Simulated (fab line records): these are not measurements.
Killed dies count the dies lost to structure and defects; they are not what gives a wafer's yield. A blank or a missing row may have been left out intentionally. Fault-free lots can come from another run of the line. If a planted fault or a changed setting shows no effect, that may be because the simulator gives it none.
What tool caused it? ; flow berkeleyCmos170 ; 14 lots with 42 wafers sampled at 2 steps, on a route of 331 steps

## WHAT THE GAUGES READ, wafer by wafer
UCB170_NWELL_THK_MEAS_05. Usual: NWELL_NITRIDE_THK typically reads 225.2 nm, with standard deviation 1.7.
lot;measured;on;NWELL_NITRIDE_THK (nm);flag
L826;day 2 06:11;filmMetro-02;223.3 225.4 224.0;
L827;day 2 07:53;filmMetro-02;223.6 225.2 224.0;
L828;day 2 13:25;filmMetro-03;223.8 226.7 222.4;
L830;day 3 04:39;filmMetro-03;225.5 225.5 226.4;
L831;day 3 04:41;filmMetro-02;227.2 225.0 228.5;
L833;day 3 15:32;filmMetro-03;224.1 223.9 224.0;
L834;day 3 22:23;filmMetro-01;225.0 226.3 226.1;
L836;day 4 09:38;filmMetro-03;224.9 225.6 225.9;
L837;day 4 16:50;filmMetro-01;226.0 226.9 225.2;
L838;day 4 23:16;filmMetro-03;224.8 223.8 224.1;
L840;day 5 08:55;filmMetro-02;228.1 226.5 226.6;
L842;day 5 14:34;filmMetro-01;450.2 450.8 451.8;OFF
L845;day 6 07:58;filmMetro-02;446.1 443.6 450.0;OFF
L848;day 6 19:58;filmMetro-02;225.3 226.3 225.5;

## TOOL THAT RAN EACH LOT (tool first, then ch and the chambers of the sampled wafers, then the start)
lot;UCB170_NWELL_CVD_04
L826;lpcvd-02 ch 1, day 2 04:15
L827;lpcvd-01 ch 0, day 2 05:56
L828;lpcvd-02 ch 1, day 2 11:28
L830;lpcvd-02 ch 1, day 3 02:43
L831;lpcvd-02 ch 0, day 3 02:43
L833;lpcvd-02 ch 1, day 3 13:35
L834;lpcvd-01 ch 0, day 3 20:26
L836;lpcvd-01 ch 1, day 4 07:41
L837;lpcvd-01 ch 1, day 4 14:52
L838;lpcvd-02 ch 0, day 4 21:19
L840;lpcvd-02 ch 1, day 5 06:59
L842;lpcvd-01 ch 0, day 5 10:31 and lpcvd-02 ch 0, day 5 12:37
L845;lpcvd-01 ch 0, day 6 03:00
L848;lpcvd-02 ch 0, day 6 18:01
- UCB170_NWELL_CVD_04: deposits Si3N4 from SiH2Cl2/NH3, target thk 224 nm, time 3360 s.

## AS READ BY THE TOOLS THEMSELVES (means over the sampled wafers that have a number; for cases with no such wafer, the mark the record gives instead)
UCB170_NWELL_CVD_04. Usual: sih2cl2FlowSccm 25.00 sccm, standard deviation 0.074; spikeTcSourceC 822.9 C, standard deviation 2.4; zonePowerLoadPct 20.2 %, standard deviation 1.4.
lot;tool;sih2cl2FlowSccm (sccm);spikeTcSourceC (C);zonePowerLoadPct (%);flag
L826;lpcvd-02;25.07;821.2;22.1;
L827;lpcvd-01;24.98;826.3;19.0;
L828;lpcvd-02;24.97;820.9;22.3;
L830;lpcvd-02;24.95;820.7;22.1;
L831;lpcvd-02;25.07;823.2;20.8;
L833;lpcvd-02;24.94;820.2;22.2;
L834;lpcvd-01;24.95;825.7;18.9;
L836;lpcvd-01;24.99;822.8;19.1;
L837;lpcvd-01;24.94;821.5;19.0;
L838;lpcvd-02;24.96;824.4;20.6;
L840;lpcvd-02;25.03;820.9;22.2;
L842;lpcvd-01/lpcvd-02;24.95;824.8;19.9;
L845;lpcvd-01;25.00;825.8;19.0;
L848;lpcvd-02;25.03;823.4;20.7;

## THE ANSWER, worked out from the rows above alone
Rule: a lot counts as off when the mean over its wafers that have a number is more than 3 standard deviations away from the usual mean. Also off: a lot with no number at a reading for which 4 or more lots have one. Any other lot the step has rows for is counted as sound. First the gauges in route order, then the tools' own readings, where a lot's mean is used as printed above. The first step at which some lot is off is used, and at that step the reading that is off furthest; a lot without a number counts as furthest.
Off: at UCB170_NWELL_THK_MEAS_05 (NWELL_NITRIDE_THK), L842, L845.
If a tool, at a process step before that reading, ran all the lots that are off and no sound lot after the first of them, it fits. The gauges at UCB170_NWELL_THK_MEAS_05 are tried like those tools. One fits: lpcvd-01 at UCB170_NWELL_CVD_04. A fault onset in the window from L837 (day 4 14:52, its last sound lot) to L842 (day 5 10:31, its first lot off) fits.

## WHAT THE SIMULATOR HAD PUT IN
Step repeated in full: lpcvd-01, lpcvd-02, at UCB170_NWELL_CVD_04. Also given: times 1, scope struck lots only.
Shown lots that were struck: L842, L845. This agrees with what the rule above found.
